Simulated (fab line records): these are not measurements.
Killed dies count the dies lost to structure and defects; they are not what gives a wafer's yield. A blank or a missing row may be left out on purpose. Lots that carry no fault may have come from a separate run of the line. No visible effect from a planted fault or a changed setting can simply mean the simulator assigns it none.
Split-lot trial -- flow berkeley cmos170 -- 27 wafers read across 5 lots, on a route 331 steps long

== THE SPLIT ITSELF ==
At UCB170_CONTACT_ETCH_18 (etches PSG in CHF3/CF4/Ar, stops on TiSi2, target depth 840 nm, time 195 s), the setting time s was moved away from the recipe's 195 s on 9 of the 27 wafers read, by -57.4% to +47.6%. For the rest of the wafers, this setting stayed at what the recipe calls for.

The split's own step is where the reading is taken.

== THE READING ==
KrF_of_CONTACT_COAT_10.thk nm (the simulator's own value, which no gauge read), in nm, at UCB170_CONTACT_ETCH_18 (etches PSG in CHF3/CF4/Ar, stops on TiSi2, target depth 840 nm, time 195 s). The file gives no usual value for it. The 18 wafers here that ran the recipe average 691.9 nm, standard deviation 4.6 nm.

wafer,"tool, chamber at the split","time s as run, s",against the recipe,"KrF_of_CONTACT_COAT_10.thk nm, nm",against lot-mates on the recipe
L075.1,"rie diel-01, 3",195,recipe,685.6,-
L075.2,"rie diel-01, 0",195,recipe,693.2,-
L075.3,"rie diel-01, 2",195,recipe,695.1,-
L075.4,"rie diel-01, 0",195,recipe,690.2,-
L075.5,"rie diel-01, 3",195,recipe,688.3,-
L075.6,"rie diel-01, 2",195,recipe,691.1,-
L078.1,"rie diel-01, 1",287.9,+47.6%,593.2,-101.8
L078.2,"rie diel-01, 0",195,recipe,695.8,-
L078.3,"rie diel-01, 2",195,recipe,697.9,-
L078.4,"rie diel-01, 3",287.9,+47.6%,597.3,-97.7
L078.5,"rie diel-01, 2",287.9,+47.6%,605.2,-89.8
L078.6,"rie diel-01, 3",195,recipe,691.2,-
L080.1,"rie diel-02, 1",86.11,-55.8%,802.2,+113.6
L080.2,"rie diel-02, 3",86.11,-55.8%,801.3,+112.7
L080.3,"rie diel-02, 2",86.11,-55.8%,799.8,+111.2
L080.4,"rie diel-02, 0",195,recipe,686.1,-
L080.5,"rie diel-02, 0",195,recipe,684.3,-
L080.6,"rie diel-02, 3",195,recipe,695.5,-
L084.1,"rie diel-02, 3",83.09,-57.4%,804.9,+113.0
L084.2,"rie diel-02, 2",195,recipe,693.6,-
L084.3,"rie diel-02, 0",195,recipe,685.4,-
L084.4,"rie diel-02, 1",83.09,-57.4%,801.2,+109.3
L084.5,"rie diel-02, 3",195,recipe,696.8,-
L084.6,"rie diel-02, 0",83.09,-57.4%,801.5,+109.6
L083.1,"rie diel-03, 0",195,recipe,701.1,-
L083.2,"rie diel-03, 3",195,recipe,690.6,-
L083.4,"rie diel-03, 1",195,recipe,692.7,-

FIT RESULTS
A straight line over all 27 wafers: KrF_of_CONTACT_COAT_10.thk nm changes by -1.95 nm for each +1% of time s; r = -1.00; the points scatter about the line by 4.3 nm.
The same after taking each lot's own level away (the mean of its wafers on the recipe; 27 wafers): -1.99 nm for each +1%; r = -1.00; scatter 4.1 nm.
Per that fit: largest time s move, reading shift of 1.1e+02 nm.
From 688.63 to 694.97 nm: that is the span of the lots' own levels, equal to 1.4 times the standard deviation above.
The two slopes are in agreement: the lot-to-lot level therefore moves the slope only a little.
Check: for one of the wafers moved furthest among these (-57.4%), held out of the fit, the line's prediction against its lot-mates is +114 nm. It came out at +113 nm against them.

== OTHER SPLITS ON THESE WAFERS ==
Other splits were also applied to these wafers ahead of the reading. Each is held against what the fit with the lots' levels taken away leaves over:
other split on the same wafers,wafers away from the commonest value,r with KrF_of_CONTACT_COAT_10.thk nm (lot level and that fit taken away)
UCB170_NWELL_ETCH_13 target depth a,12,-0.05
UCB170_WELLDRIVE_OXIDATION_01 ox time s,12,-0.20
UCB170_SCREENOX_OXIDATION_01 ox time s,18,-0.01
UCB170_GATE_OXIDATION_01 ox time s,18,+0.05
UCB170_SPACER_CVD_00 time s,12,+0.08

== THE WHOLE CHAIN: every reading that the file lists as answering this split, in the file's order ==
step,what it does,reading,change (the file's fit),r (the file's)
UCB170_CONTACT_ETCH_18,"etches PSG in CHF3/CF4/Ar, stops on TiSi2, target depth 840 nm, time 195 s","etch.depth nm (the simulator's own value, which no gauge read)","not straight: 360.1 at the lowest setting, 700.4 at the recipe, 687.9 at the highest",not given
UCB170_CONTACT_ETCH_18,"etches PSG in CHF3/CF4/Ar, stops on TiSi2, target depth 840 nm, time 195 s","CONTACT.feature depth nm (the simulator's own value, which no gauge read)","not straight: 360.1 at the lowest setting, 700.4 at the recipe, 687.9 at the highest",not given
UCB170_CONTACT_ETCH_18,"etches PSG in CHF3/CF4/Ar, stops on TiSi2, target depth 840 nm, time 195 s","KrF_of_CONTACT_COAT_10.thk nm (the simulator's own value, which no gauge read)",-1.98 nm for each +1% of the setting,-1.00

== FILE'S OWN FIT ==
KrF_of_CONTACT_COAT_10.thk nm changes by -1.98 nm for each +1% of time s, r = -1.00.
